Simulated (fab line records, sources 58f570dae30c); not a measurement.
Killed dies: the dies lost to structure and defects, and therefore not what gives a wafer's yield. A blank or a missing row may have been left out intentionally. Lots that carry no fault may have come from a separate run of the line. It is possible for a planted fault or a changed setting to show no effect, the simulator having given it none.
Which tool was responsible?    flow berkeley cmos170    14 lots, 42 wafers sampled, at 7 steps of a route of 331

## WHAT THE GAUGES READ, wafer by wafer
UCB170_FIELD_THK_MEAS_91. Usual: FIELD_OXIDE_LEFT_2_THK typically reads 347 nm, with standard deviation 9.9.
lot   measured      on             FIELD_OXIDE_LEFT_2_THK (nm)  flag
L471  day 6 01:20   film metro-04  344 338 340                  
L474  day 7 02:49   film metro-03  365 361 361                  
L475  day 7 03:10   film metro-04  353 358 357                  
L476  day 7 14:59   film metro-04  356 357 358                  
L478  day 7 15:01   film metro-01  358 346 358                  
L481  day 7 21:19   film metro-04  358 357 347                  
L479  day 7 21:41   film metro-04  348 341 342                  
L485  day 9 12:17   film metro-04  354 362 351                  
L486  day 10 01:08  film metro-03  341 333 334                  
L488  day 10 01:29  film metro-04  337 348 346                  
L490  day 11 02:51  film metro-01  335 333 339                  
L491  day 11 08:32  film metro-03  332 337 342                  
L493  day 11 15:00  film metro-03  331 328 330                  
L492  day 11 15:17  film metro-01  335 330 332                  

UCB170_NLDD_OVL_MEAS_07. Usual: NLDD_OVL typically reads -2 nm, with standard deviation 5.6.
lot   measured      on          NLDD_OVL (nm)  flag
L471  day 6 23:37   overlay-01  3 -7 -12       
L474  day 8 02:44   overlay-02  -10 -6 -5      
L475  day 8 02:56   overlay-02  -1 3 0         
L476  day 8 08:16   overlay-02  1 3 -2         
L478  day 8 08:46   overlay-01  3 3 4          
L481  day 8 16:02   overlay-01  -7 -4 -5       
L479  day 8 20:16   overlay-01  1 -1 1         
L485  day 10 09:26  overlay-01  -4 -3 -3       
L486  day 11 01:39  overlay-01  1 -9 -7        
L488  day 11 01:32  overlay-01  -5 3 -4        
L490  day 11 18:21  overlay-02  -10 -12 -7     
L491  day 11 23:04  overlay-02  -6 -5 -10      
L493  day 12 13:19  overlay-02  1 6 13         
L492  day 12 13:40  overlay-02  -2 0 0         

UCB170_PSD_TW_MEAS_10. Usual: PSD_TW typically reads 2328, with standard deviation 27.
lot   measured      on             PSD_TW          flag
L471  day 7 08:58   film metro-04  2350 2363 2359  
L474  day 8 11:50   film metro-04  2344 2345 2338  
L475  day 8 12:06   film metro-02  2302 2300 2299  
L476  day 8 17:02   film metro-02  1900 1904 1909  OFF
L478  day 8 17:19   film metro-01  2322 2319 2342  
L481  day 9 07:55   film metro-04  2357 2347 2348  
L479  day 9 08:46   film metro-01  1926 1925 1940  OFF
L485  day 10 19:49  film metro-04  2363 2343 2351  
L486  day 11 08:14  film metro-04  2346 2351 2348  
L488  day 11 08:19  film metro-02  2303 2305 2293  
L490  day 12 01:56  film metro-01  2332 2328 2330  
L491  day 12 07:26  film metro-04  2355 2356 2354  
L493  day 12 21:58  film metro-04  2363 2345 2356  
L492  day 12 22:26  film metro-04  2351 2349 2357  

UCB170_SDANNEAL_RS_MEAS_02: measurement is done with a four-point probe. Usual: PSD_RS typically reads 75.5 ohm/sq, with standard deviation 0.33.
lot   measured      on             PSD_RS (ohm/sq)    flag
L471  day 7 12:16   film metro-04  75.8 75.8 75.7     
L474  day 8 15:12   film metro-02  76.0 75.3 75.5     
L475  day 8 15:33   film metro-01  74.9 74.8 74.8     
L476  day 8 22:14   film metro-01  113.4 112.7 113.6  OFF
L478  day 8 22:32   film metro-04  75.3 75.4 75.4     
L481  day 9 11:25   film metro-02  75.4 75.3 75.0     
L479  day 9 12:20   film metro-02  113.4 113.9 113.6  OFF
L485  day 11 01:15  film metro-02  75.8 75.7 75.5     
L486  day 11 11:19  film metro-02  75.5 75.4 74.9     
L488  day 11 11:44  film metro-01  75.7 75.3 75.5     
L490  day 12 05:47  film metro-01  75.2 75.2 75.3     
L491  day 12 12:41  film metro-04  75.6 75.4 75.1     
L493  day 13 01:20  film metro-01  75.5 75.9 75.4     
L492  day 13 02:05  film metro-01  75.5 75.3 75.0     

UCB170_SDANNEAL_RS_MEAS_03: measurement is done with a four-point probe. Usual: NSD_RS typically reads 37.25 ohm/sq, with standard deviation 0.086.
lot   measured      on             NSD_RS (ohm/sq)    flag
L471  day 7 12:23   film metro-04  37.24 37.26 37.32  
L474  day 8 15:19   film metro-02  37.21 37.34 37.26  
L475  day 8 15:40   film metro-01  37.10 37.14 37.30  
L476  day 8 22:21   film metro-01  37.35 37.23 37.23  
L478  day 8 22:39   film metro-04  37.28 37.23 37.16  
L481  day 9 11:32   film metro-02  37.45 37.41 37.33  
L479  day 9 12:27   film metro-02  37.30 37.33 37.24  
L485  day 11 01:22  film metro-02  37.16 37.09 37.11  
L486  day 11 11:26  film metro-02  37.22 36.99 37.20  
L488  day 11 11:51  film metro-01  37.20 37.29 37.24  
L490  day 12 05:54  film metro-01  37.39 37.33 37.31  
L491  day 12 12:49  film metro-04  37.33 37.30 37.33  
L493  day 13 01:27  film metro-01  37.12 37.20 37.16  
L492  day 13 02:13  film metro-01  37.28 37.21 37.26  

## TOOL THAT RAN EACH LOT (tool first, then ch and the chambers of the sampled wafers, then the start)
lot   UCB170_PSD_IMPLANT_08            UCB170_PSD_STRIP_09
L471  implanter-02 ch 0, day 7 08:43   plasma asher-03 ch 0,1, day 7 08:52
L474  implanter-02 ch 0, day 8 11:37   plasma asher-01 ch 0,1, day 8 11:45
L475  implanter-03 ch 0, day 8 11:51   plasma asher-03 ch 0,1, day 8 12:00
L476  implanter-02 ch 0, day 8 16:47   plasma asher-01 ch 0,1, day 8 16:56
L478  implanter-01 ch 0, day 8 17:06   plasma asher-03 ch 0,1, day 8 17:13
L481  implanter-03 ch 0, day 9 07:41   plasma asher-03 ch 0,1, day 9 07:49
L479  implanter-02 ch 0, day 9 08:31   plasma asher-01 ch 0,1, day 9 08:40
L485  implanter-01 ch 0, day 10 19:34  plasma asher-01 ch 0,1, day 10 19:43
L486  implanter-01 ch 0, day 11 07:53  plasma asher-03 ch 0,1, day 11 08:08
L488  implanter-03 ch 0, day 11 08:04  plasma asher-04 ch 0,1, day 11 08:13
L490  implanter-02 ch 0, day 12 01:43  plasma asher-03 ch 0,1, day 12 01:50
L491  implanter-03 ch 0, day 12 07:13  plasma asher-04 ch 0,1, day 12 07:20
L493  implanter-02 ch 0, day 12 21:44  plasma asher-04 ch 0,1, day 12 21:51
L492  implanter-03 ch 0, day 12 22:13  plasma asher-01 ch 0,1, day 12 22:20
- UCB170_PSD_IMPLANT_08
- UCB170_PSD_STRIP_09: strips in O2.

## AS READ BY THE TOOLS THEMSELVES (means over the sampled wafers that have a number; for cases with no such wafer, the mark the record gives instead)
UCB170_PSD_IMPLANT_08. Usual: dose ions cm2 3e+15, standard deviation 3.3e+12; end station pressure torr 1.25e-05 Torr, standard deviation 6.4e-07; faraday current uA 9252, standard deviation 190.
lot   tool          dose ions cm2  end station pressure torr (Torr)  faraday current uA  flag
L471  implanter-02  3e+15          1.29e-05                          9140                
L474  implanter-02  3e+15          1.24e-05                          9142                
L475  implanter-03  3e+15          1.30e-05                          9059                
L476  implanter-02  2e+15          9.07e-06                          5189                OFF
L478  implanter-01  3e+15          1.26e-05                          9138                
L481  implanter-03  3e+15          1.30e-05                          9216                
L479  implanter-02  2e+15          8.87e-06                          5112                OFF
L485  implanter-01  3e+15          1.23e-05                          9209                
L486  implanter-01  3e+15          1.28e-05                          9077                
L488  implanter-03  3e+15          1.26e-05                          9221                
L490  implanter-02  3e+15          1.20e-05                          9311                
L491  implanter-03  3e+15          1.32e-05                          9477                
L493  implanter-02  3e+15          1.21e-05                          9117                
L492  implanter-03  3e+15          1.26e-05                          9249                

UCB170_PSD_STRIP_09. Usual: drypump motor current A 5.7 A, standard deviation 0.65; oes product au 0.600 a.u., standard deviation 0.0044; strip time to endpoint s 29.42 s, standard deviation 0.078.
lot   tool             drypump motor current A (A)  oes product au (a.u.)  strip time to endpoint s (s)  flag
L471  plasma asher-03  5.3                          0.602                  29.44                         
L474  plasma asher-01  6.0                          0.601                  29.31                         
L475  plasma asher-03  5.3                          0.602                  29.53                         
L476  plasma asher-01  6.0                          0.689                  23.60                         OFF
L478  plasma asher-03  5.3                          0.601                  29.50                         
L481  plasma asher-03  5.8                          0.599                  29.50                         
L479  plasma asher-01  6.0                          0.690                  23.55                         OFF
L485  plasma asher-01  6.0                          0.599                  29.45                         
L486  plasma asher-03  5.2                          0.598                  29.45                         
L488  plasma asher-04  5.5                          0.600                  29.33                         
L490  plasma asher-03  5.8                          0.604                  29.41                         
L491  plasma asher-04  5.5                          0.598                  29.42                         
L493  plasma asher-04  6.1                          0.601                  29.40                         
L492  plasma asher-01  6.0                          0.594                  29.52                         

## THE ANSWER, worked out from the rows above alone
Rule: lot off if the mean of its wafers having a number is beyond 3 standard deviations from the usual mean. A lot without any number at a reading at which 4 lots or more have one is off too. The other lots that the step has rows for count as sound. After the gauges, taken in route order, come the tools' own readings; for these a lot's mean is taken, as printed above. At the first step where some lot is off, the reading lying furthest off is the one used; lots without a number count as furthest.
Off: at UCB170_PSD_TW_MEAS_10 (PSD_TW), L476, L479.
If a tool, at a process step before that reading, ran all the lots that are off and no sound lot after the first of them, it fits. The gauges at UCB170_PSD_TW_MEAS_10 aren't tried: what is off there is off at UCB170_PSD_IMPLANT_08 too, on other tools, and a gauge's error can't cause that. No candidate that was tried fits.

## WHAT THE SIMULATOR HAD INSERTED
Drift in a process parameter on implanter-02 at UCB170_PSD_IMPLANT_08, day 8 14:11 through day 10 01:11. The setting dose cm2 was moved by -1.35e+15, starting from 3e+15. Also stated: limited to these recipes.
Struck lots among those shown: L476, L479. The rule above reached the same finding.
